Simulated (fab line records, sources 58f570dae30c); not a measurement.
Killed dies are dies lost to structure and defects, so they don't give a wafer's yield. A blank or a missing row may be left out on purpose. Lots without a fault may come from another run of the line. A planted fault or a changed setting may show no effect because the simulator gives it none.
Which tool did it? | flow berkeley_cmos170 | 15 lots, 45 wafers sampled, at 2 steps of a route of 331

WHAT THE GAUGES READ, wafer by wafer
UCB170_SDANNEAL_RS_MEAS_04: measures by four-point-probe. Usual: PLDD_RS 1031.7 ohm/sq, standard deviation 2.8.
lot  | measured     | on            | PLDD_RS (ohm/sq)     | flag
L594 | day 6 10:26  | film_metro-01 | 1028.3 1029.2 1030.2 |
L593 | day 6 15:02  | film_metro-04 | 1029.7 1028.6 1031.2 |
L595 | day 7 09:46  | film_metro-04 | 1033.5 1030.7 1034.1 |
L597 | day 7 21:48  | film_metro-03 | 1029.2 1030.2 1028.3 |
L598 | day 7 22:40  | film_metro-01 | 1029.1 1025.4 1024.9 |
L599 | day 7 22:13  | film_metro-04 | 1036.0 1036.7 1032.5 |
L600 | day 8 08:19  | film_metro-04 | 1030.9 1034.9 1028.5 |
L601 | day 8 07:26  | film_metro-04 | 1034.1 1034.4 1031.2 |
L602 | day 9 03:07  | film_metro-04 | 1033.2 1032.9 1036.6 |
L608 | day 10 00:56 | film_metro-01 | 1034.7 1029.5 1031.8 |
L609 | day 10 00:26 | film_metro-04 | 1038.1 1034.9 1037.4 |
L611 | day 10 16:48 | film_metro-04 | 1009.9 1006.1 1006.1 | OFF
L612 | day 10 16:55 | film_metro-03 | 1004.0 1000.5 1004.8 | OFF
L613 | day 10 16:56 | film_metro-01 | 1004.7 1004.6 1004.5 | OFF
L616 | day 11 00:26 | film_metro-04 | 1033.2 1031.2 1032.5 |

WHICH TOOL RAN EACH LOT (tool, then ch and the chambers of the sampled wafers, then the start)
lot  | UCB170_SPACER_ANNEAL_02
L594 | furnace-04 ch 0, day 6 04:20
L593 | furnace-03 ch 0, day 6 08:26
L595 | furnace-04 ch 0, day 7 02:34
L597 | furnace-03 ch 0, day 7 12:10
L598 | furnace-03 ch 0, day 7 12:10
L599 | furnace-03 ch 0, day 7 12:10
L600 | furnace-01 ch 0, day 8 00:51
L601 | furnace-01 ch 0, day 8 00:51
L602 | furnace-01 ch 0, day 8 19:24
L608 | furnace-04 ch 0, day 9 16:24
L609 | furnace-04 ch 0, day 9 16:24
L611 | furnace-04 ch 0, day 10 06:11
L612 | furnace-04 ch 0, day 10 06:11
L613 | furnace-04 ch 0, day 10 06:11
L616 | furnace-01 ch 0, day 10 16:05
- UCB170_SPACER_ANNEAL_02: time 1800 s.

WHAT THE TOOLS THEMSELVES READ (means of the sampled wafers that have a number; where no wafer has one, the mark that the record gives instead)
UCB170_SPACER_ANNEAL_02. Usual: spike_tc_centre_C 902.3 C, standard deviation 1.7; spike_tc_load_C 925.7 C, standard deviation 1.1; tube_center_temp_C 900.01 C, standard deviation 0.08; tube_center_temp_C_max 902.3, standard deviation 0.38.
lot  | tool       | spike_tc_centre_C (C) | spike_tc_load_C (C) | tube_center_temp_C (C) | tube_center_temp_C_max | flag
L594 | furnace-04 | 901.3                 | 924.8               | 899.98                 | 902.0                  |
L593 | furnace-03 | 901.8                 | 925.9               | 900.09                 | 902.3                  |
L595 | furnace-04 | 901.8                 | 925.0               | 899.92                 | 902.0                  |
L597 | furnace-03 | 902.0                 | 927.2               | 899.98                 | 902.1                  |
L598 | furnace-03 | 901.7                 | 927.8               | 899.97                 | 902.4                  |
L599 | furnace-03 | 900.7                 | 926.2               | 900.03                 | 902.1                  |
L600 | furnace-01 | 904.2                 | 925.2               | 900.01                 | 902.4                  |
L601 | furnace-01 | 903.9                 | 925.2               | 899.99                 | 902.3                  |
L602 | furnace-01 | 903.5                 | 925.8               | 899.96                 | 902.5                  |
L608 | furnace-04 | 902.3                 | 925.0               | 900.01                 | 902.5                  |
L609 | furnace-04 | 901.8                 | 925.7               | 900.16                 | 902.9                  |
L611 | furnace-04 | 907.8                 | 933.3               | 907.59                 | 910.0                  | OFF
L612 | furnace-04 | 909.0                 | 933.2               | 907.71                 | 910.3                  | OFF
L613 | furnace-04 | 908.6                 | 932.5               | 907.71                 | 909.8                  | OFF
L616 | furnace-01 | 903.7                 | 925.4               | 900.03                 | 902.4                  |

THE ANSWER, worked out from the rows above alone
Rule: a lot is off if the mean of its wafers that have a number lies more than 3 standard deviations from the usual mean. A lot without any number at a reading at which 4 lots or more have one is off too. The other lots that the step has rows for count as sound. The gauges are gone through in route order, then the tools' own readings, and for those a lot's mean is taken as printed above. The first step at which some lot is off is used, and at that step the reading that is off furthest; a lot without a number counts as furthest.
Off: L611, L612, L613, at UCB170_SDANNEAL_RS_MEAS_04 (PLDD_RS).
A tool fits if, at a process step before that reading, it ran every lot that is off, and no sound lot after the first of them. The gauges at UCB170_SDANNEAL_RS_MEAS_04 aren't tried: what is off there is off at UCB170_SPACER_ANNEAL_02 too, on other tools, and a gauge's error can't cause that. One fits: furnace-04 at UCB170_SPACER_ANNEAL_02. Its last sound lot is L608 (day 9 16:24), its first lot that is off L611 (day 10 06:11): a fault that began between those two fits.
The tool's own readings at UCB170_SPACER_ANNEAL_02 bear it out: on the lots that are off they differ by more than 5 times the standard deviation of the sound lots' means. spike_tc_centre_C reads 908.5 C there against 902.4 C on the sound lots; spike_tc_load_C reads 933.0 C there against 925.8 C on the sound lots; tube_center_temp_C reads 907.67 C there against 900.01 C on the sound lots; tube_center_temp_C_max reads 910.0 there against 902.3 on the sound lots.

WHAT THE SIMULATOR HAD PUT IN
Process parameter drift: furnace-04, from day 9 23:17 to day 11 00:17, at UCB170_SPACER_ANNEAL_02. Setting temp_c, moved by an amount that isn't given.
Lots struck among those shown: L611, L612, L613. The rule above found the same.
